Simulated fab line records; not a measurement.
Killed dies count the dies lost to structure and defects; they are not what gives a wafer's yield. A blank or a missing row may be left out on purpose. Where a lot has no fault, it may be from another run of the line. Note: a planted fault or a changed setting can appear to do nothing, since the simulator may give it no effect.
Lot-split experiment | flow berkeleyCmos170 | route with 331 steps; 5 lots, 23 wafers read

ABOUT THE SPLIT
At UCB170_PSD_IMPLANT_08, the setting energyKev was moved away from the recipe's 20 on 7 of the 23 wafers read, by -5.2% to +4.8%. This setting was run at the recipe's value on the other wafers.

The reading is taken at the split's own step.

THE READING
In nm, at UCB170_PSD_IMPLANT_08: implant.drpNm, which is the simulator's own figure and was read by no gauge. The file gives no usual value for it.

wafer  | tool, chamber at the split | energyKev as run | against the recipe | implant.drpNm, nm | against lot-mates on the recipe
L074.1 | implanter-03, 0            | 20               | recipe             | 28.34             | -
L074.2 | implanter-03, 0            | 20               | recipe             | 28.34             | -
L074.3 | implanter-03, 0            | 20               | recipe             | 28.34             | -
L074.4 | implanter-03, 0            | 20               | recipe             | 28.34             | -
L074.5 | implanter-03, 0            | 20               | recipe             | 28.34             | -
L075.1 | implanter-01, 0            | 20               | recipe             | 28.34             | -
L075.3 | implanter-01, 0            | 20               | recipe             | 28.34             | -
L075.4 | implanter-01, 0            | 20               | recipe             | 28.34             | -
L075.2 | implanter-01, 0            | 20.96            | +4.8%              | 29.41             | +1.07
L075.5 | implanter-01, 0            | 20.96            | +4.8%              | 29.41             | +1.07
L077.1 | implanter-02, 0            | 20               | recipe             | 28.34             | -
L077.2 | implanter-02, 0            | 20               | recipe             | 28.34             | -
L077.3 | implanter-02, 0            | 20               | recipe             | 28.34             | -
L077.4 | implanter-02, 0            | 18.95            | -5.2%              | 27.28             | -1.06
L077.5 | implanter-02, 0            | 18.95            | -5.2%              | 27.28             | -1.06
L084.1 | implanter-03, 0            | 20               | recipe             | 28.34             | -
L084.4 | implanter-03, 0            | 20               | recipe             | 28.34             | -
L084.2 | implanter-03, 0            | 20.62            | +3.1%              | 29                | +0.66
L084.5 | implanter-03, 0            | 20.62            | +3.1%              | 29                | +0.66
L084.6 | implanter-03, 0            | 20.62            | +3.1%              | 29                | +0.66
L085.1 | implanter-02, 0            | 20               | recipe             | 28.34             | -
L085.2 | implanter-02, 0            | 20               | recipe             | 28.34             | -
L085.4 | implanter-02, 0            | 20               | recipe             | 28.34             | -

FIT RESULTS
A straight line over all 23 wafers: implant.drpNm changes by +0.211 nm for each +1% of energyKev; r = +1.00; the points scatter about the line by 0.021 nm.
The same after taking each lot's own level away (the mean of its wafers on the recipe; 23 wafers): +0.211 nm for each +1%; r = +1.00; scatter 0.021 nm.
The reading moves by 1.1 nm for the largest change in energyKev, on that fit.
The lots' own levels span 28.340 to 28.340 nm.
The two slopes are in agreement: the lot-to-lot level therefore moves the slope only a little.
Check: -1.11 nm against its lot-mates is what the line predicts for one of the wafers moved furthest among these (-5.2%) when that wafer is left out of the fit. It came out at -1.06 nm against them.

ADDITIONAL SPLITS CARRIED BY THESE WAFERS
These wafers also went through other splits before the reading. Each is held against what the fit with the lots' levels taken away leaves over:
other split on the same wafers | wafers away from the commonest value | r with implant.drpNm (lot level and that fit taken away)
UCB170_GATE_OXIDATION_01 tempC | 10                                   | +0.08
UCB170_GATE_PEB_10 pebTempC    | 7                                    | +0.06
UCB170_PLDD_EXPOSE_03 doseMj   | 11                                   | +0.01
UCB170_NLDD_PEB_04 pebTempC    | 11                                   | +0.37

THE WHOLE CHAIN: every reading that the file lists as answering this split, in the file's order
step                  | what it does | reading                                                        | change (the file's fit)               | r (the file's)
UCB170_PSD_IMPLANT_08 |              | implant.rpNm (the simulator's own value, which no gauge read)  | +0.655 nm for each +1% of the setting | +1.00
UCB170_PSD_IMPLANT_08 |              | implant.drpNm (the simulator's own value, which no gauge read) | +0.212 nm for each +1% of the setting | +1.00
UCB170_PSD_STRIP_09   | strips in O2 | stripTimeToEndpointS                                           | withheld for each +1% of the setting  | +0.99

THE FILE'S OWN FIT
implant.drpNm changes by +0.212 nm for each +1% of energyKev, r = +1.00.
